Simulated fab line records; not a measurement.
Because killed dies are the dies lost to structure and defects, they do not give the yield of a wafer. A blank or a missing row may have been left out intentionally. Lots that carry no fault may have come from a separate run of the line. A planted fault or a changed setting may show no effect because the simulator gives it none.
A struck lot beside a sound one + flow berkeley_cmos170 + 16 out of 331 route steps
Sound: these wafers, L205.1, L205.5, L205.6. The struck wafers were L212.1, L212.3, L212.6. Last of all comes the cause.
At each step with rows: each side's tool, then ch and its chambers, then its first start. Under that, the readings that differ: sound wafers + struck wafers + difference of the means + sigmas: that difference in standard deviations of wafers without a fault.
alike: same words and numbers on both sides, and readings whose means sit less than 2 such deviations apart. not compared: any withheld reading, any reading some wafer has no value for, any bound like >300 that may hide the same value, and any number with overlapping values for which the record gives no deviation.
Wherever a step has rows on one side only, a row that says differs or no value, or a row with sigmas, the two part there. Non-overlapping numbers with no deviation appear without sigmas and do not part them. A reading missing from all wafers of one side parts the sides only when that side holds two or more wafers.

UCB170_NVT_OVL_MEAS_06:
  sound on overlay-01 at day 5 20:07; struck on overlay-02 at day 7 08:38
  alike: NVT_OVL
next, for these wafers, 1 step has no rows: UCB170_NVT_IMPLANT_07.
UCB170_NVT_STRIP_08: strips in O2.
  sound on plasma_asher-01 ch 0,1, day 5 20:19; struck on plasma_asher-04 ch 0,1, day 7 08:50
  alike: chamber_pressure_mTorr, drypump_motor_current_A, oes_product_au, strip_time_to_endpoint_s
  not compared: rf_hours_counter_h
UCB170_NVT_TW_MEAS_09:
  sound on film_metro-01 at day 5 20:25; struck on film_metro-03 at day 7 08:56
  alike: NVT_TW
then, 7 steps without rows for these wafers: UCB170_NVT_CLEAN_10 (cleans in SPM, time 600 s); UCB170_PVT_HMDS_00 (prime time 60 s); UCB170_PVT_COAT_01 (resist thk 900 nm); UCB170_PVT_SOFTBAKE_02 (time 60 s); UCB170_PVT_EXPOSE_03 (exposes mask NWELL, target cd 3000 nm); UCB170_PVT_PEB_04; UCB170_PVT_DEVELOP_05 (develop time 45 s).
UCB170_PVT_OVL_MEAS_06:
  sound on overlay-02 at day 5 22:13; struck on overlay-02 at day 7 11:42
  alike: PVT_OVL
UCB170_PVT_IMPLANT_07:
  sound on implanter-02 ch 0, day 5 22:16; struck on implanter-02 ch 0, day 7 11:44
| reading                   | sound             | struck            | difference | sigmas |
|---------------------------|-------------------|-------------------|------------|--------|
| implant_ion_amu           | 31 31 31          | 11 11 11          | -20        |        |
| model.implant.rp_nm (nm)  | 36.06 36.06 36.06 | 98.08 98.08 98.08 | +62.02     |        |
| model.implant.drp_nm (nm) | 16.56 16.56 16.56 | 42.97 42.97 42.97 | +26.41     |        |
UCB170_PVT_STRIP_08: strips in O2.
  sound on plasma_asher-03 ch 0,1, day 5 22:25; struck on plasma_asher-02 ch 0,1, day 7 11:53
  alike: chamber_pressure_mTorr, drypump_motor_current_A, oes_product_au, strip_time_to_endpoint_s
  not compared: rf_hours_counter_h
UCB170_PVT_TW_MEAS_09:
  sound on film_metro-02 at day 5 22:31; struck on film_metro-02 at day 7 12:13
| reading | sound             | struck            | difference | sigmas      |
|---------|-------------------|-------------------|------------|-------------|
| PVT_TW  | 511.1 514.9 512.7 | 259.1 261.1 260.2 | -252.8     | -99 or more |
  not compared: hold
next, for these wafers, 1 step has no rows: UCB170_M3_PROBE_99.

== WHERE THEY PART ==
UCB170_PVT_TW_MEAS_09 only, going by this record.

WHY: the cause the simulator had injected
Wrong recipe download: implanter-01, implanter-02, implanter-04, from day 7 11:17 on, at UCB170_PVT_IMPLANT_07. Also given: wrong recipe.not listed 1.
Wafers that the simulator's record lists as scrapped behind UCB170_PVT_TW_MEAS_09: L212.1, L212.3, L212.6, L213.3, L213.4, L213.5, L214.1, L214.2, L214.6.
